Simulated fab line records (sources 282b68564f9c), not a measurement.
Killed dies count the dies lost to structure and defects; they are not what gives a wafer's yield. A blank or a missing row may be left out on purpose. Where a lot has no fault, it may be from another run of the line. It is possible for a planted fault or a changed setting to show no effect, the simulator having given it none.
8D (eight disciplines) problem report, filled in by code | flow rit-cmos | the parts of the form that need people (team, actions taken, sign-off) are left out

1. WHAT IS WRONG
Wafers free of any fault read 472 (standard deviation 4) for PRETRO_TW at RIT_PRETRO_TW_MEAS_10, against a mean of 441 on 6 wafers of 2 lots. Relative to the usual mean, that is a shift of -7.8 standard deviations.
The first sign was on wafer L210.3 at day 4 21:44, on film-metro-02. Wafers with a number at this step in the record: 42, from 14 lots. The rule behind "out" and "out of limits": a value lying over 4 standard deviations away from the usual mean. Any other wafer with a number is counted as sound.

2. WHAT IT IS; WHAT IT IS NOT
question                    | is                           | is not
which readings at this step | PRETRO_TW                    | -
which lots                  | L210, L212                   | L198, L199, L200, L201, L202, L203, L204, L205, L211, L216, L217, L221
which wafers of those lots  | all that have a number       | -
read on which gauges        | film-metro-02, film-metro-03 | film-metro-01
when                        | from day 4 21:44             | up to then (24 sound wafers); but 12 sound wafers of L211, L216, L217, L221 came after

3. WHAT RULES OUT EACH SUSPECT
Counting: any tool at a process step up to the reading is kept as a suspect provided that every lot that is out went through it and no sound lot did after the first of them.
- the gauge at RIT_PRETRO_TW_MEAS_10 has been ruled out. The wafers that are out were read on 2 gauges (film-metro-02, film-metro-03).
- implanter-01 at RIT_PRETRO_IMPLANT_08: kept. It ran every lot that is out, first L210 (day 4 21:26), and no sound lot after that; its last sound lot up to then is L204 (day 3 17:32). On those wafers its own readings are out: beam-energy-keV.
Remaining after the count: implanter-01 at RIT_PRETRO_IMPLANT_08.

4. THE CAUSE (what the simulator had put in)
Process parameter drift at RIT_PRETRO_IMPLANT_08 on implanter-01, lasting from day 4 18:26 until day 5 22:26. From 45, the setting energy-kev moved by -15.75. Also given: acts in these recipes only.
Counting left only this tool.

5. THE EFFECT CHAIN, in route order
Rows list readings where the struck wafers' mean (over those with a number) sits beyond 3 standard deviations from the usual. Only readings whose record carries a usual standard deviation are examined. hours: median over the lots of the time between each lot's start at the first step of this table that gives one and its start at this step. sigmas: the change, counted in usual standard deviations.
hours | step                  | reading         | usual  | on struck wafers | change  | sigmas
0     | RIT_PRETRO_IMPLANT_08 | beam-energy-keV | 45.000 | 29.248           | -15.752 | -99 or more
0     | RIT_PRETRO_TW_MEAS_10 | PRETRO_TW       | 472    | 441              | -31     | -7.8
Process steps it contains:
- RIT_PRETRO_IMPLANT_08

6. WHAT WOULD HAVE CAUGHT IT SOONER
In this record the first reading out of limits at a measuring or inspecting step was taken at day 4 21:44, 3 hours after the fault began at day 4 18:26.
Tool's own readings at RIT_PRETRO_IMPLANT_08, beam-energy-keV: out on all struck wafers the step has rows for; an alarm limit on them would have tripped on the first.
Lots out: 2; of these, L212 started RIT_PRETRO_IMPLANT_08 on implanter-01 after day 4 21:44. A hold on the tool at that time would have spared it.
